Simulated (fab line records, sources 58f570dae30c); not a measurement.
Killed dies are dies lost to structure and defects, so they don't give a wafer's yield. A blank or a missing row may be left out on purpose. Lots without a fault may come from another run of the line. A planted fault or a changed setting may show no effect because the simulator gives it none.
Which tool did it? | flow berkeley_cmos170 | 14 lots, 41 wafers sampled, at 4 steps of a route of 331

WHAT THE GAUGES READ, wafer by wafer
UCB170_NWELL_OVL_MEAS_12. Usual: NWELL_OVL 0 nm, standard deviation 6.4.
lot  | measured    | on         | NWELL_OVL (nm) | flag
L414 | day 2 13:37 | overlay-01 | 3 4 10         |
L415 | day 2 23:57 | overlay-02 | -6 -10 -3      |
L417 | day 3 12:13 | overlay-01 | -9 -5 -5       |
L418 | day 3 12:14 | overlay-02 | 8 -5 9         |
L419 | day 4 00:41 | overlay-01 | -8 -7 -7       |
L420 | day 4 03:18 | overlay-01 | -1 -7 -6       |
L422 | day 4 10:18 | overlay-01 | 4 8 11         |
L423 | day 4 17:36 | overlay-01 | 3 0 -6         |
L424 | day 4 20:23 | overlay-02 | 11 4 2         |
L425 | day 5 00:41 | overlay-02 | 5 10 8         |
L426 | day 5 09:23 | overlay-01 | -6 -7 -9       |
L430 | day 6 02:10 | overlay-02 | -4 1 0         |
L429 | day 6 02:26 | overlay-02 | -7 -5          |
L431 | day 6 02:39 | overlay-01 | 4 3 1          |

UCB170_PWELL_OVL_MEAS_13. Usual: PWELL_OVL 0 nm, standard deviation 5.4.
lot  | measured    | on         | PWELL_OVL (nm) | flag
L414 | day 3 13:29 | overlay-02 | 3 7 7          |
L415 | day 3 20:40 | overlay-01 | 4 3 7          |
L417 | day 4 04:45 | overlay-01 | 2 7 6          |
L418 | day 4 12:20 | overlay-01 | -3 -3 1        |
L419 | day 4 23:15 | overlay-02 | 4 12 -2        |
L420 | day 4 23:31 | overlay-02 | -4 -1 -3       |
L422 | day 5 06:17 | overlay-02 | -6 0 -4        |
L423 | day 5 11:57 | overlay-02 | 14 9 13        |
L424 | day 5 20:14 | overlay-01 | -10 -5 -3      |
L425 | day 5 20:30 | overlay-01 | -10 -4 -6      |
L426 | day 6 06:55 | overlay-01 | -5 -4 -5       |
L430 | day 6 18:39 | overlay-01 | 4 -1 -4        |
L429 | day 6 18:46 | overlay-02 | 7 12           |
L431 | day 6 18:55 | overlay-01 | -6 0 -6        |

UCB170_PFIELD_OVL_MEAS_06. Usual: PFIELD_OVL 4 nm, standard deviation 5.1.
lot  | measured    | on         | PFIELD_OVL (nm) | flag
L414 | day 4 23:59 | overlay-02 | 1 -3 -3         |
L415 | day 5 07:56 | overlay-02 | 7 3 3           |
L417 | day 5 21:00 | overlay-02 | -2 0 4          |
L418 | day 5 21:39 | overlay-01 | 7 3 0           |
L419 | day 6 14:19 | overlay-02 | 8 -4 -2         |
L420 | day 6 14:20 | overlay-01 | 3 11 5          |
L422 | day 6 17:51 | overlay-02 | -1 2 6          |
L423 | day 7 04:14 | overlay-02 | 8 3 7           |
L424 | day 7 04:26 | overlay-02 | -4 -6 4         |
L425 | day 7 04:40 | overlay-01 | 5 1 2           |
L426 | day 7 18:59 | overlay-01 | 9 21 11         |
L430 | day 8 05:57 | overlay-02 | -1 6 1          |
L429 | day 8 06:14 | overlay-01 | 3 1             |
L431 | day 8 05:41 | overlay-01 | 11 7 7          |

WHICH TOOL RAN EACH LOT (tool, then ch and the chambers of the sampled wafers, then the start)
lot  | UCB170_ACTIVE_STRIP_16
L414 | plasma_asher-01 ch 0, day 4 22:30
L415 | plasma_asher-02 ch 0,1, day 5 04:25
L417 | plasma_asher-04 ch 0,1, day 5 19:16
L418 | plasma_asher-04 ch 0,1, day 5 20:01
L419 | plasma_asher-02 ch 0,1, day 6 10:25
L420 | plasma_asher-04 ch 0,1, day 6 10:37
L422 | plasma_asher-01 ch 0, day 6 16:37
L423 | plasma_asher-02 ch 0,1, day 7 02:49
L424 | plasma_asher-01 ch 0,1, day 7 03:07
L425 | plasma_asher-02 ch 0,1, day 7 03:08
L426 | plasma_asher-04 ch 0,1, day 7 15:05
L430 | plasma_asher-04 ch 0,1, day 8 01:06
L429 | plasma_asher-01 ch 0,1, day 8 00:59
L431 | plasma_asher-01 ch 0,1, day 8 01:20
- UCB170_ACTIVE_STRIP_16: strips in O2.

WHAT THE TOOLS THEMSELVES READ (means of the sampled wafers that have a number; where no wafer has one, the mark that the record gives instead)
UCB170_ACTIVE_STRIP_16. Usual: drypump_motor_current_A 5.8 A, standard deviation 0.7; oes_product_au 0.720 a.u., standard deviation 0.0043; strip_time_to_endpoint_s 18.07 s, standard deviation 0.096.
lot  | tool            | drypump_motor_current_A (A) | oes_product_au (a.u.) | strip_time_to_endpoint_s (s) | flag
L414 | plasma_asher-01 | 5.3                         | 0.719                 | 18.22                        |
L415 | plasma_asher-02 | 5.0                         | 0.720                 | 18.05                        |
L417 | plasma_asher-04 | 6.6                         | 0.720                 | 18.09                        |
L418 | plasma_asher-04 | 6.6                         | 0.719                 | 18.09                        |
L419 | plasma_asher-02 | 5.4                         | 0.724                 | 17.97                        |
L420 | plasma_asher-04 | 6.6                         | 0.717                 | 18.07                        |
L422 | plasma_asher-01 | 5.3                         | 0.722                 | 18.06                        |
L423 | plasma_asher-02 | 5.4                         | 0.722                 | 18.12                        |
L424 | plasma_asher-01 | 5.2                         | 0.725                 | 18.01                        |
L425 | plasma_asher-02 | 5.4                         | 0.724                 | 17.96                        |
L426 | plasma_asher-04 | 6.5                         | 0.717                 | 18.00                        |
L430 | plasma_asher-04 | 6.6                         | 0.722                 | 18.05                        |
L429 | plasma_asher-01 | 5.2                         | 0.704                 | 18.46                        | OFF
L431 | plasma_asher-01 | 5.3                         | 0.707                 | 18.53                        | OFF

THE ANSWER, worked out from the rows above alone
Rule: a lot is off if the mean of its wafers that have a number lies more than 3 standard deviations from the usual mean. A lot without any number at a reading at which 4 lots or more have one is off too. The other lots that the step has rows for count as sound. The gauges are gone through in route order, then the tools' own readings, and for those a lot's mean is taken as printed above. The first step at which some lot is off is used, and at that step the reading that is off furthest; a lot without a number counts as furthest.
Off: L429, L431, at UCB170_ACTIVE_STRIP_16 (strip_time_to_endpoint_s).
A tool fits if, at that step or a process step before it, it ran every lot that is off, and no sound lot after the first of them. One fits: plasma_asher-01 at UCB170_ACTIVE_STRIP_16. Its last sound lot is L424 (day 7 03:07), its first lot that is off L429 (day 8 00:59): a fault that began between those two fits.
The tool's own readings at UCB170_ACTIVE_STRIP_16 bear it out: on the lots that are off they differ by more than 5 times the standard deviation of the sound lots' means. oes_product_au reads 0.706 a.u. there against 0.721 a.u. on the sound lots; strip_time_to_endpoint_s reads 18.50 s there against 18.06 s on the sound lots.

WHAT THE SIMULATOR HAD PUT IN
Process parameter drift: plasma_asher-01, from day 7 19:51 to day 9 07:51, at UCB170_ACTIVE_STRIP_16. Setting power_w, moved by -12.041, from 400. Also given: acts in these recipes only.
Lots struck among those shown: L429, L431. The rule above found the same.
